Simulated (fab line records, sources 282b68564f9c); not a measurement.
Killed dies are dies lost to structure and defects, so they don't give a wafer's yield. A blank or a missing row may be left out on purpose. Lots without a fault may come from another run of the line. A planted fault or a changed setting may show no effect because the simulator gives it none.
One fault seen from 2 desks | flow rit_cmos | each desk has only its own numbers; what lay behind them comes last

THE METROLOGY DESK
What the gauges read, lot by lot, whatever tool the lot ran on: means of the sampled wafers that have a number. A lot is out of limits, marked OUT, if its mean lies more than 4 standard deviations from the usual mean; the brackets give that distance.
Columns: A = PLDD_TW at RIT_PLDD_TW_MEAS_10, usual 2361; B = PLDD_RS at RIT_SDANNEAL_RS_MEAS_06, usual 178.8 ohm/sq
lot  | first seen here | A              | B
L796 | day 3 05:50     | 2365           | 178.5
L799 | day 3 19:10     | 2360           | 178.9
L800 | day 3 22:23     | 2373           | 178.2
L802 | day 4 05:01     | 2366           | 178.7
L803 | day 4 09:06     | 2362           | 178.6
L804 | day 4 17:34     | 2364           | 178.7
L808 | day 6 00:30     | 2360           | 178.5
L810 | day 6 06:46     | 2348           | 178.4
L812 | day 6 17:00     | 2350           | 178.9
L813 | day 7 00:27     | 2385           | 179.0
L814 | day 7 00:43     | 2343           | 179.2
L816 | day 7 05:22     | 2148 (-14) OUT | 202.8 (+51) OUT
L815 | day 7 05:26     | 2372           | 179.1
L818 | day 7 18:02     | 2155 (-14) OUT | 203.2 (+52) OUT
This desk's finding: out of limits on L816, L818; first on L816, day 7 05:22 (PLDD_TW at RIT_PLDD_TW_MEAS_10). In limits: L796, L799, L800, L802, L803, L804, L808, L810, L812, L813, L814, L815.

THE TOOL OWNER'S DESK: implanter-03
The tool's own readings at RIT_PLDD_IMPLANT_08: means of the sampled wafers that have a number, for each lot that ran on this tool. A lot is out of limits, marked OUT, if its mean lies more than 4 standard deviations from the usual mean; the brackets give that distance.
Columns: A = beam_energy_keV at RIT_PLDD_IMPLANT_08, usual 20.000
lot  | first seen here | A
L799 | day 3 18:52     | 20.001
L808 | day 6 00:11     | 20.002
L810 | day 6 06:27     | 20.002
L816 | day 7 05:04     | 13.997 (-99 or more) OUT
L818 | day 7 17:43     | 14.001 (-99 or more) OUT
This desk's finding: out of limits on L816, L818; first on L816, day 7 05:04 (beam_energy_keV at RIT_PLDD_IMPLANT_08). In limits: L799, L808, L810.

PUT TOGETHER
The tool owner's desk could have raised an alarm at day 7 05:04, on L816, L818.
The metrology desk could have raised an alarm at day 7 05:22, on L816, L818.
Of the lots named, all ran RIT_PLDD_IMPLANT_08 on implanter-03.

WHAT THE SIMULATOR HAD PUT IN
Process parameter drift: implanter-03, from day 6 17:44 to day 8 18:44, at RIT_PLDD_IMPLANT_08. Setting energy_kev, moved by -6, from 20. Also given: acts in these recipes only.
Lots struck among those shown: L816, L818.
Hours from the fault's start to each desk's first reading out of limits: the tool owner's desk, 11; the metrology desk, 12.
